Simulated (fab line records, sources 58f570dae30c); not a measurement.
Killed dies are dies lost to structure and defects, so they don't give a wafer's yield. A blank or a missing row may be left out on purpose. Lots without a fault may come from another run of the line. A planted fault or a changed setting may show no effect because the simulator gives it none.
Tool commonality check | flow berkeley_cmos170 | 14 lots, 48 wafers sampled

WHY IT WAS OPENED
At UCB170_SPACER_THK_MEAS_01 the reading SPACER_TEOS_THK is flagged on 2 of 14 lots. Wafers without a fault read 361 nm, standard deviation 4.8.
Rule: a lot is flagged when every wafer of it that has a number lies more than 4 standard deviations from that mean, or none has a number. The other lots count as sound.

lot  | measured     | on            | SPACER_TEOS_THK (nm), wafer by wafer | flag
L642 | day 7 17:29  | film_metro-03 | 358 361 358                          |
L641 | day 7 17:56  | film_metro-02 | 362 367 365                          |
L645 | day 8 09:25  | film_metro-04 | 361 359 366                          |
L643 | day 8 09:40  | film_metro-03 | 355 361 359                          |
L644 | day 8 10:05  | film_metro-04 | 348 356 356                          |
L647 | day 8 17:33  | film_metro-03 | 361 366 366                          |
L646 | day 8 17:49  | film_metro-03 | 358 354 367                          |
L648 | day 9 07:32  | film_metro-03 | 359 353 361                          |
L650 | day 9 23:23  | film_metro-02 | 355 346 362                          |
L649 | day 10 00:44 | film_metro-04 | 254 250 255 254 250 255              | FLAGGED
L653 | day 10 20:32 | film_metro-02 | 248 254 252 248 255 252              | FLAGGED
L656 | day 10 20:47 | film_metro-03 | 353 360 364                          |
L661 | day 11 11:42 | film_metro-02 | 358 360 360                          |
L660 | day 11 12:47 | film_metro-02 | 358 363 366                          |
The numbers of the flagged lots are 252 nm on average: -109 nm against the usual, or -23 standard deviations.

WHICH TOOL RAN EACH LOT
The record holds 2 process steps before the reading, out of a route of 331 steps. In each cell: the tool, then ch and the chambers that the sampled wafers went through, then the start.
lot  | flag    | UCB170_GATE_STRIP_16                 | UCB170_SPACER_CVD_00
L642 |         | plasma_asher-02 ch 0,1, day 7 13:25  | pecvd-02 ch 0,1, day 7 17:26
L641 |         | plasma_asher-04 ch 0,1, day 7 13:41  | pecvd-04 ch 1,2, day 7 17:53
L645 |         | plasma_asher-03 ch 0,1, day 8 05:08  | pecvd-03 ch 1,2, day 8 09:23
L643 |         | plasma_asher-02 ch 0,1, day 8 05:17  | pecvd-02 ch 1,2, day 8 09:35
L644 |         | plasma_asher-04 ch 0,1, day 8 05:08  | pecvd-04 ch 0,1, day 8 10:02
L647 |         | plasma_asher-04 ch 0,1, day 8 13:31  | pecvd-03 ch 0,2, day 8 17:30
L646 |         | plasma_asher-02 ch 0,1, day 8 13:34  | pecvd-02 ch 0,1,2, day 8 17:47
L648 |         | plasma_asher-02 ch 0,1, day 9 03:17  | pecvd-03 ch 1,2, day 9 07:29
L650 |         | plasma_asher-04 ch 0,1, day 9 13:25  | pecvd-04 ch 0,1, day 9 23:20
L649 | FLAGGED | plasma_asher-02 ch 0,1, day 9 13:40  | pecvd-03 ch 0,1, day 10 00:41
L653 | FLAGGED | plasma_asher-02 ch 0,1, day 10 13:13 | pecvd-03 ch 0,1, day 10 20:29
L656 |         | plasma_asher-03 ch 0,1, day 10 13:28 | pecvd-04 ch 1,2, day 10 20:44
L661 |         | plasma_asher-03 ch 0,1, day 11 07:04 | pecvd-02 ch 0,1,2, day 11 11:40
L660 |         | plasma_asher-03 ch 0,1, day 11 07:20 | pecvd-02 ch 0,1,2, day 11 12:45
What these steps do:
- UCB170_GATE_STRIP_16: strips in O2.
- UCB170_SPACER_CVD_00: deposits SiO2 from TEOS/O2, target thk 376 nm, time 45.16 s.
- UCB170_SPACER_THK_MEAS_01

FLAGGED OVER TOTAL, TOOL BY TOOL (the gauges that took the reading come last)
step                      | tool            | lots run | flagged | share of the flagged lots | sound lots run after its first flagged lot
UCB170_GATE_STRIP_16      | plasma_asher-02 | 6        | 2       | all                       | 0
UCB170_GATE_STRIP_16      | plasma_asher-03 | 4        | 0       | none                      | -
UCB170_GATE_STRIP_16      | plasma_asher-04 | 4        | 0       | none                      | -
UCB170_SPACER_CVD_00      | pecvd-02        | 5        | 0       | none                      | -
UCB170_SPACER_CVD_00      | pecvd-03        | 5        | 2       | all                       | 0
UCB170_SPACER_CVD_00      | pecvd-04        | 4        | 0       | none                      | -
UCB170_SPACER_THK_MEAS_01 | film_metro-02   | 5        | 1       | some                      | 2 (L661,L660)
UCB170_SPACER_THK_MEAS_01 | film_metro-03   | 6        | 0       | none                      | -
UCB170_SPACER_THK_MEAS_01 | film_metro-04   | 3        | 1       | some                      | 0

WHAT THE TABLE ALLOWS
2 rows of the table ran every flagged lot: plasma_asher-02 at UCB170_GATE_STRIP_16, pecvd-03 at UCB170_SPACER_CVD_00.
- plasma_asher-02 at UCB170_GATE_STRIP_16: 2 of its 6 lots flagged. Its last sound lot is L648 (day 9 03:17), its first flagged lot L649 (day 9 13:40): a fault that began between those two fits.
- pecvd-03 at UCB170_SPACER_CVD_00: 2 of its 5 lots flagged. Its last sound lot is L648 (day 9 07:29), its first flagged lot L649 (day 10 00:41): a fault that began between those two fits.
Counting lots can't tell these 2 tools apart, because each fits a fault that began at some hour. More lots, or a look at what each step does to the wafer, might.

WHAT THE SIMULATOR HAD PUT IN
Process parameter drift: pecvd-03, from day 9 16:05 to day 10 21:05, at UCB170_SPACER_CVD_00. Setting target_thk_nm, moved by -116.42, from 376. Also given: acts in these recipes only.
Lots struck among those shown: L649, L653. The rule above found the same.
